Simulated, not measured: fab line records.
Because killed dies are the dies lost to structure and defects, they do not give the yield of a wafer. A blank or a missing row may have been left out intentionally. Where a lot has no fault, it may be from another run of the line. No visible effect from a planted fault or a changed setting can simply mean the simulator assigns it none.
fab line records    flow berkeleyCmos170
record: lots: 14  wafers: 42  lastDay: 13
route steps=331 shown NWELL@27 PWELL@37 ACTIVE@69
lots with no fault: from the same line, run without faults
startH: hours from the record's first day to the start of the lot's first wafer shown    waitH: hours since the lot's step before    " as in the row above    L1.1+2: a single row standing in for several wafers    - no value, or no start was given    * or withheld: withheld    < > ~ a bound
route shown NAME@n: a module of which the file shows steps, and the number in the route of the first    usual: mean and standard deviation over wafers with no fault    same: alike in all rows    chamber/n: place in a boat    sites: per-site readings    _std_site: standard deviation of those values    _edge_site: the outer-site mean with the inner-site mean subtracted    radiusMm: for every site, how far away it sits from the centre of the wafer    mask NAME#n: copy n    behind: the last tool/chamber to shape the wafer    hold: what put the lot on hold/how long, in hours/how the hold closed    device: names the non-switching transistor (n, p or np)    end of line: tests of these same wafers at the route's end    where a step has no rows: the recipe by itself    killed: count of dies lost to structure and defects at first sort (not the wafer's yield)    map: dies across one wafer; x = killed, . = not, _ = none there
set.NAME: setting as actually run; set.NAME@STEP: the setting as run at that earlier step    model.NAME: the simulator's own value behind a step, which no gauge read
steps of the route over a sample of lots; a table a step, a row a wafer
services: the hour from which a tool's chamber was out of use, counted from the record's first day as startH (under 0 if before that day), plus the number of hours and why
== steps ==
step: UCB170_NWELL_ETCH_13
recipe: chemistry: CH3F/Ar/O2  target: Si3N4  stopOn: SiO2  CH3F_flow_sccm: 20  Ar_flow_sccm: 50  O2_flow_sccm: 7  pressureMtorr: 50  rfW: 450  targetDepthA: 2464  overEtchFrac: 0.1  timeS: 154
usual: CH3F_flow_sccm: 20.00/0.062  drypumpMotorCurrentA: 5.5/0.46  oesProductAu: 0.936/0.018  throttleValvePct: 8.08/0.12
lot.wafer  tool        chamber  startH  waitH  CH3F_flow_sccm  drypumpMotorCurrentA  oesProductAu  rfHoursCounterH  throttleValvePct
L574.2     rieDiel-02  0        37.89   0.0    20.01           6.2                   0.929         2                8.09
L574.5     "           1        "       "      19.94           5.6                   0.922         -                8.07
L574.6     "           3        "       "      20.05           5.6                   0.942         -                7.97
L576.1     rieDiel-02  3        55.95   0.0    20.02           5.6                   0.956         8                7.95
L576.2     "           2        "       "      19.98           5.3                   0.922         0                8.20
L576.5     "           0        "       "      20.04           6.1                   0.922         -                8.08
L575.1     rieDiel-01  1        56.22   0.0    19.97           4.9                   0.930         128              8.03
L575.5     "           2        "       "      20.01           5.9                   0.974         -                8.13
L575.6     "           1        "       "      19.96           4.9                   0.922         -                8.01
L579.3     rieDiel-01  1        68.10   0.0    19.99           4.9                   0.923         129              8.02
L579.5     "           3        "       "      20.07           5.1                   0.939         -                8.31
L579.6     "           0        "       "      19.92           6.4                   0.944         -                7.82
L581.2     rieDiel-01  0        80.87   0.0    19.97           6.4                   0.956         139              7.83
L581.3     "           2        "       "      20.00           5.9                   0.977         112              8.14
L581.6     "           1        "       "      20.00           4.9                   0.932         -                8.02
L580.3     rieDiel-02  2        81.14   0.0    20.09           5.3                   0.929         1                8.20
L580.4     "           1        "       "      19.99           5.6                   0.925         36               8.07
L580.6     "           0        "       "      19.98           6.2                   0.933         -                8.09
L584.2     rieDiel-01  0        87.36   0.0    19.93           6.4                   0.974         140              7.83
L584.3     "           2        "       "      20.02           5.8                   0.973         112              8.12
L584.6     "           2        "       "      20.03           5.9                   0.977         -                8.12
L585.2     rieDiel-04  1        87.58   0.0    19.94           5.3                   0.922         99               8.05
L585.3     "           3        "       "      19.94           5.3                   0.911         21               8.16
L585.6     "           2        "       "      19.90           5.1                   0.913         -                7.99
L587.1     rieDiel-02  1        100.13  0.0    19.97           5.6                   0.945         37               8.06
L587.4     "           2        "       "      19.97           5.2                   0.925         2                8.21
L587.6     "           2        "       "      19.98           5.2                   0.926         -                8.20
L589.1     rieDiel-01  1        111.06  0.0    20.10           4.9                   0.923         131              8.03
L589.3     "           2        "       "      20.09           5.9                   0.968         114              8.15
L589.6     "           2        "       "      20.00           5.8                   0.964         -                8.14
L590.1     rieDiel-01  3        118.91  0.0    20.04           5.1                   0.936         5                8.34
L590.3     "           1        "       "      19.96           4.9                   0.921         131              8.01
L590.4     "           0        "       "      20.03           6.4                   0.958         141              7.82
L591.1     rieDiel-02  0        119.22  0.0    19.91           6.2                   0.920         5                8.10
L591.2     "           3        "       "      20.00           5.6                   0.935         10               7.97
L591.5     "           3        "       "      19.86           5.5                   0.933         -                7.98
L594.1     rieDiel-04  0        130.57  0.0    20.05           5.0                   0.941         145              8.06
L594.4     "           2        "       "      20.01           5.0                   0.907         131              8.00
L594.6     "           0        "       "      20.04           5.0                   0.943         -                8.04
L597.2     rieDiel-01  3        150.17  0.0    20.00           5.1                   0.936         6                8.32
L597.3     "           2        "       "      19.98           5.9                   0.975         116              8.13
L597.4     "           0        "       "      19.93           6.4                   0.961         143              7.83
step: UCB170_PWELL_THK_MEAS_03
recipe: reads: SiO2_of_PWELL_OXIDATION_02
usual: PWELL_OXIDE_THK: 26.4/0.53
lot.wafer  tool          chamber  startH  waitH  PWELL_OXIDE_THK[nm]
L574.2     filmMetro-02  -        47.90   0.0    26.7
L574.5     "             -        "       "      26.3
L574.6     "             -        "       "      26.5
L575.1     filmMetro-01  -        69.92   0.0    26.0
L575.5     "             -        "       "      26.0
L575.6     "             -        "       "      25.9
L576.1     filmMetro-04  -        69.92   0.0    26.2
L576.2     "             -        "       "      26.5
L576.5     "             -        "       "      26.4
L579.3     filmMetro-01  -        79.02   0.0    26.2
L579.5     "             -        "       "      26.3
L579.6     "             -        "       "      26.5
L581.2     filmMetro-01  -        90.56   0.0    27.4
L581.3     "             -        "       "      27.2
L581.6     "             -        "       "      27.1
L584.2     filmMetro-01  -        98.06   0.0    26.3
L584.3     "             -        "       "      26.5
L584.6     "             -        "       "      26.1
L580.3     filmMetro-02  -        98.07   0.0    26.6
L580.4     "             -        "       "      26.2
L580.6     "             -        "       "      26.1
L585.2     filmMetro-01  -        98.12   0.1    25.6
L585.3     "             -        "       "      25.8
L585.6     "             -        "       "      25.7
L587.1     filmMetro-02  -        112.48  0.0    26.0
L587.4     "             -        "       "      26.2
L587.6     "             -        "       "      26.5
L589.1     filmMetro-02  -        126.67  0.0    26.9
L589.3     "             -        "       "      26.8
L589.6     "             -        "       "      27.2
L590.1     filmMetro-01  -        126.67  0.0    26.6
L590.3     "             -        "       "      26.4
L590.4     "             -        "       "      26.3
L591.1     filmMetro-04  -        126.73  0.1    26.5
L591.2     "             -        "       "      26.6
L591.5     "             -        "       "      26.6
L594.1     filmMetro-01  -        139.48  0.0    25.9
L594.4     "             -        "       "      26.2
L594.6     "             -        "       "      25.8
L597.2     filmMetro-01  -        162.08  0.0    26.4
L597.3     "             -        "       "      26.4
L597.4     "             -        "       "      26.3
step: UCB170_PWELL_STRIP_16
recipe: chemistry: O2  powerW: 400  pressureMtorr: 3500  platenTempC: withheld  o2FlowSccm: 400  overashFraction: 0.5
usual: drypumpMotorCurrentA: 5.9/0.41  oesProductAu: 0.721/0.0041  stripTimeToEndpointS: 18.13/0.082
lot.wafer  tool            chamber  startH  waitH  drypumpMotorCurrentA  oesProductAu  rfHoursCounterH  stripTimeToEndpointS
L574.2     plasmaAsher-01  1        62.42   0.1    6.4                   0.716         25               18.29
L574.5     "               1        "       "      6.4                   0.721         -                18.20
L574.6     "               0        "       "      5.6                   0.722         -                18.17
L576.1     plasmaAsher-01  0        79.60   0.1    5.6                   0.721         26               18.16
L576.2     "               1        "       "      6.4                   0.725         26               18.25
L576.5     "               0        "       "      5.6                   0.717         -                18.09
L575.1     plasmaAsher-03  0        79.84   0.1    6.3                   0.724         32               18.17
L575.5     "               0        "       "      6.2                   0.720         -                18.10
L575.6     "               1        "       "      5.8                   0.722         -                18.17
L579.3     plasmaAsher-03  0        89.04   0.1    6.2                   0.719         -                17.98
L579.5     "               1        "       "      5.8                   0.715         -                18.15
L579.6     "               0        "       "      6.2                   0.724         -                18.08
L581.2     plasmaAsher-01  0        101.76  0.1    5.6                   0.713         30               18.10
L581.3     "               0        "       "      5.6                   0.718         -                18.24
L581.6     "               0        "       "      5.6                   0.719         -                18.17
L580.3     plasmaAsher-01  1        110.70  0.1    6.4                   0.722         -                18.11
L580.4     "               0        "       "      5.7                   0.720         -                18.06
L580.6     "               1        "       "      6.4                   0.721         -                18.15
L585.2     plasmaAsher-01  1        111.03  0.1    6.4                   0.724         32               18.09
L585.3     "               1        "       "      6.4                   0.723         -                18.00
L585.6     "               1        "       "      6.4                   0.723         -                18.10
L584.2     plasmaAsher-04  0        111.25  0.1    5.2                   0.719         33               18.06
L584.3     "               0        "       "      5.2                   0.718         -                18.08
L584.6     "               1        "       "      5.5                   0.719         -                18.01
L587.1     plasmaAsher-03  1        121.92  0.1    5.8                   0.722         0                18.10
L587.4     "               0        "       "      6.2                   0.715         -                18.31
L587.6     "               1        "       "      5.8                   0.725         -                18.18
L589.1     plasmaAsher-03  0        135.79  0.1    6.2                   0.722         2                18.13
L589.3     "               1        "       "      5.8                   0.724         -                18.27
L589.6     "               1        "       "      5.8                   0.718         -                18.16
L590.1     plasmaAsher-04  1        136.30  0.1    5.5                   0.722         37               18.03
L590.3     "               1        "       "      5.5                   0.718         -                18.08
L590.4     "               0        "       "      5.3                   0.725         -                18.18
L591.1     plasmaAsher-03  0        136.52  0.1    6.2                   0.723         2                18.01
L591.2     "               1        "       "      5.8                   0.723         2                18.03
L591.5     "               0        "       "      6.2                   0.717         -                18.18
L594.1     plasmaAsher-04  0        147.93  0.1    5.2                   0.720         38               18.07
L594.4     "               0        "       "      5.3                   0.722         -                18.08
L594.6     "               0        "       "      5.3                   0.720         -                18.10
L597.2     plasmaAsher-01  1        171.34  0.1    6.4                   0.723         40               18.13
L597.3     "               1        "       "      6.4                   0.723         -                18.07
L597.4     "               0        "       "      5.7                   0.723         -                18.08
step: UCB170_ACTIVE_SOFTBAKE_09
recipe: resist: KrF  tempC: 130  timeS: 60
usual: heaterPowerTotalW: 56.80/0.044  runLengthS: 89.20/0.14
lot.wafer  tool           chamber  startH  waitH  heaterPowerTotalW  runLengthS
L574.2     lithoTrack-04  0        97.69   0.1    56.73              89.01
L574.5     "              0        "       "      56.77              88.98
L574.6     "              0        "       "      56.83              89.06
L576.1     lithoTrack-01  0        112.01  0.1    56.70              89.25
L576.2     "              0        "       "      56.79              89.08
L576.5     "              0        "       "      56.83              89.25
L575.1     lithoTrack-01  0        112.46  0.1    56.74              89.08
L575.5     "              0        "       "      56.74              89.05
L575.6     "              0        "       "      56.84              89.26
L579.3     lithoTrack-04  0        123.06  0.1    56.80              89.19
L579.5     "              0        "       "      56.78              89.22
L579.6     "              0        "       "      56.78              89.05
L581.2     lithoTrack-02  0        136.28  0.1    56.80              89.24
L581.3     "              0        "       "      56.80              89.29
L581.6     "              0        "       "      56.83              89.37
L585.2     lithoTrack-01  0        143.89  0.1    56.84              89.21
L585.3     "              0        "       "      56.80              89.03
L585.6     "              0        "       "      56.78              89.17
L580.3     lithoTrack-02  0        144.02  0.1    56.80              89.28
L580.4     "              0        "       "      56.76              89.22
L580.6     "              0        "       "      56.72              89.44
L584.2     lithoTrack-01  0        144.34  0.1    56.78              89.12
L584.3     "              0        "       "      56.81              89.35
L584.6     "              0        "       "      56.78              89.11
L587.1     lithoTrack-01  0        157.34  0.1    56.73              89.04
L587.4     "              0        "       "      56.76              89.35
L587.6     "              0        "       "      56.77              89.14
L591.1     lithoTrack-02  0        168.63  0.1    56.81              89.25
L591.2     "              0        "       "      56.80              89.22
L591.5     "              0        "       "      56.78              89.31
L590.1     lithoTrack-01  0        168.91  0.1    56.84              89.17
L590.3     "              0        "       "      56.79              89.17
L590.4     "              0        "       "      56.83              89.11
L589.1     lithoTrack-02  0        169.08  0.1    58.07              85.24
L589.3     "              0        "       "      58.08              85.02
L589.6     "              0        "       "      58.05              85.10
L594.1     lithoTrack-02  0        179.39  0.1    58.12              85.00
L594.4     "              0        "       "      58.14              85.05
L594.6     "              0        "       "      58.08              85.24
L597.2     lithoTrack-04  0        208.00  0.1    56.83              89.08
L597.3     "              0        "       "      56.77              89.04
L597.4     "              0        "       "      56.79              88.97
== services ==
tool            chamber  startH  hours  kind
rieDiel-02      -        19.14   0.9    repair
rieDiel-04      2        41.54   4.5    repair
rieDiel-01      2        42.67   10.4   repair
plasmaAsher-01  -        43.43   10.0   pm
rieDiel-04      -        48.54   1.0    repair
plasmaAsher-04  -        49.39   1.7    repair
rieDiel-04      -        55.77   28.1   pm
rieDiel-01      3        59.84   3.4    repair
rieDiel-02      -        61.92   0.8    repair
plasmaAsher-04  -        82.68   28.1   pm
plasmaAsher-03  -        93.93   9.3    repair
plasmaAsher-03  -        108.75  9.0    pm
rieDiel-04      3        126.01  3.8    repair
plasmaAsher-01  -        128.25  0.4    repair
rieDiel-01      -        138.07  2.8    pm
plasmaAsher-03  -        138.52  2.0    repair
rieDiel-04      3        140.77  1.6    repair
plasmaAsher-01  -        141.01  4.0    pm
plasmaAsher-03  -        145.22  15.6   pm
plasmaAsher-04  -        151.60  14.6   pm
rieDiel-04      0        155.23  4.6    repair
rieDiel-02      1        158.02  3.9    repair
rieDiel-02      -        184.25  0.2    repair
plasmaAsher-03  -        192.05  3.4    repair
== key ==
firstSign: step: UCB170_ACTIVE_SOFTBAKE_09  reading: heaterPowerTotalW  direction: up  sigmas: 30  usual: 56.80  struck: 58.09
effect: step: UCB170_ACTIVE_SOFTBAKE_09  reading: runLengthS  direction: down  sigmas: 29  usual: *  struck: *
metAt UCB170_ACTIVE_SOFTBAKE_09
struckLots L589,L594
testerLeftOut L589,L594
notActingAt UCB170_NWELL_ETCH_13,UCB170_PWELL_THK_MEAS_03,UCB170_PWELL_STRIP_16
onsetBetween 168.63 169.08
fault: kind: processParameterDrift  tool: lithoTrack-02  chamber: -  onsetH: 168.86  steps: UCB170_ACTIVE_SOFTBAKE_09  channel: timeS  offset: *  shape: step  endH: 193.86  actsIn: *  stated: *
testerLeftOut: of these lots the tester's yield and bins aren't shown, on N5 and GAA mostly nor the transistor test; their killed dies are dies lost to structure and defects alone, not to doping, threshold or leakage, so they don't give the yield
